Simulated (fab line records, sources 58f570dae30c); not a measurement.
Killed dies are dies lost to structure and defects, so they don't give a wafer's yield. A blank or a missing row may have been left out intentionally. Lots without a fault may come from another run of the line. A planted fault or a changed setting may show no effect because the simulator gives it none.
Shared-tool check -- flow berkeleyCmos170 -- Sample size 15 lots and 54 wafers

## WHY IT WAS OPENED
Of 15 lots, 3 have the reading V2_TEOS_THK flagged at UCB170_V2_THK_MEAS_01. Wafers without a fault read 2001 nm, standard deviation 26.
Rule: flag the lot when none of its wafers has a number, or when each of its wafers that has one lies beyond 4 standard deviations from that mean. The other lots count as sound.

lot,measured,on,"V2_TEOS_THK (nm), wafer by wafer",flag
L187,day 8 15:28,filmMetro-02,1985 1956 1995,
L188,day 9 05:46,filmMetro-03,1985 2006 2005,
L189,day 9 09:07,filmMetro-04,1994 2012 2009,
L193,day 10 02:48,filmMetro-04,1984 2003 1996,
L192,day 10 03:41,filmMetro-04,2035 2016 2036,
L196,day 11 00:32,filmMetro-04,1935 2002 2035,
L199,day 11 01:03,filmMetro-03,1983 1969 2004,
L200,day 11 01:15,filmMetro-03,1997 1971 1992,
L195,day 11 01:31,filmMetro-04,2014 1989 2027,
L198,day 11 01:46,filmMetro-04,1981 2028 2032,
L201,day 11 15:29,filmMetro-02,3991 4075 4001 3991 4077 3999,FLAGGED
L203,day 11 16:04,filmMetro-02,1976 2004 2023,
L204,day 12 05:29,filmMetro-03,3938 4015 4011 3938 4013 4010,FLAGGED
L205,day 12 06:47,filmMetro-04,1971 2027 2035,
L209,day 13 15:47,filmMetro-02,4050 3999 4090 4052 4000 4089,FLAGGED
Average over the flagged lots: 4019 nm; offset from the usual +2018 nm, equal to +78 standard deviations.

## LOT BY LOT: THE TOOL USED
Before the reading, the record contains 2 process steps out of a 331-step route. Read each cell as the tool, then ch plus the chambers that the sampled wafers visited, then the start.
lot,flag,UCB170_PWELL_STRIP_16,UCB170_V2_CVD_00
L187,,"plasmaAsher-04 ch 1, day 3 04:38","pecvd-01 ch 0,2, day 8 15:18"
L188,,"plasmaAsher-02 ch 1, day 3 23:20","pecvd-03 ch 0,2, day 9 05:36"
L189,,"plasmaAsher-01 ch 0, day 3 23:30","pecvd-04 ch 0,1, day 9 08:58"
L193,,"plasmaAsher-01 ch 0,1, day 4 23:18","pecvd-01 ch 0,1,2, day 10 02:38"
L192,,"plasmaAsher-02 ch 0,1, day 4 10:28","pecvd-03 ch 0,1,2, day 10 03:32"
L196,,"plasmaAsher-04 ch 0,1, day 5 13:07","pecvd-01 ch 1,2, day 11 00:22"
L199,,"plasmaAsher-02 ch 0,1, day 5 22:36","pecvd-03 ch 0,1,2, day 11 00:54"
L200,,"plasmaAsher-02 ch 0,1, day 5 23:11","pecvd-01 ch 0,2, day 11 01:06"
L195,,"plasmaAsher-04 ch 1, day 5 12:36","pecvd-04 ch 0,1, day 11 01:20"
L198,,"plasmaAsher-01 ch 0,1, day 5 22:29","pecvd-03 ch 0,2, day 11 01:35"
L201,FLAGGED,"plasmaAsher-02 ch 0,1, day 6 08:30","pecvd-01 ch 1,2, day 11 14:59"
L203,,"plasmaAsher-01 ch 0,1, day 6 08:47","pecvd-01 ch 0,1, day 11 15:54"
L204,FLAGGED,"plasmaAsher-01 ch 0,1, day 7 02:04","pecvd-01 ch 0,1, day 12 05:01"
L205,,"plasmaAsher-02 ch 0,1, day 7 02:31","pecvd-04 ch 0,1,2, day 12 06:37"
L209,FLAGGED,"plasmaAsher-02 ch 0,1, day 8 03:14","pecvd-03 ch 0,1,2, day 13 15:19"
What is done by these steps:
- UCB170_PWELL_STRIP_16: strips in O2.
- UCB170_V2_CVD_00: deposits SiO2 from TEOS/O2, target thk 2000 nm, time 250 s.
- UCB170_V2_THK_MEAS_01

## FLAGGED OVER TOTAL, TOOL BY TOOL (the gauges that took the reading come last)
step,tool,lots run,flagged,share of the flagged lots,sound lots run after its first flagged lot
UCB170_PWELL_STRIP_16,plasmaAsher-01,5,1,some,0
UCB170_PWELL_STRIP_16,plasmaAsher-02,7,2,some,1 (L205)
UCB170_PWELL_STRIP_16,plasmaAsher-04,3,0,none,-
UCB170_V2_CVD_00,pecvd-01,7,2,some,1 (L203)
UCB170_V2_CVD_00,pecvd-03,5,1,some,0
UCB170_V2_CVD_00,pecvd-04,3,0,none,-
UCB170_V2_THK_MEAS_01,filmMetro-02,4,2,some,1 (L203)
UCB170_V2_THK_MEAS_01,filmMetro-03,4,1,some,0
UCB170_V2_THK_MEAS_01,filmMetro-04,7,0,none,-

## WHAT THE TABLE ALLOWS
No row of the table ran every flagged lot.

## WHAT THE SIMULATOR PUT IN
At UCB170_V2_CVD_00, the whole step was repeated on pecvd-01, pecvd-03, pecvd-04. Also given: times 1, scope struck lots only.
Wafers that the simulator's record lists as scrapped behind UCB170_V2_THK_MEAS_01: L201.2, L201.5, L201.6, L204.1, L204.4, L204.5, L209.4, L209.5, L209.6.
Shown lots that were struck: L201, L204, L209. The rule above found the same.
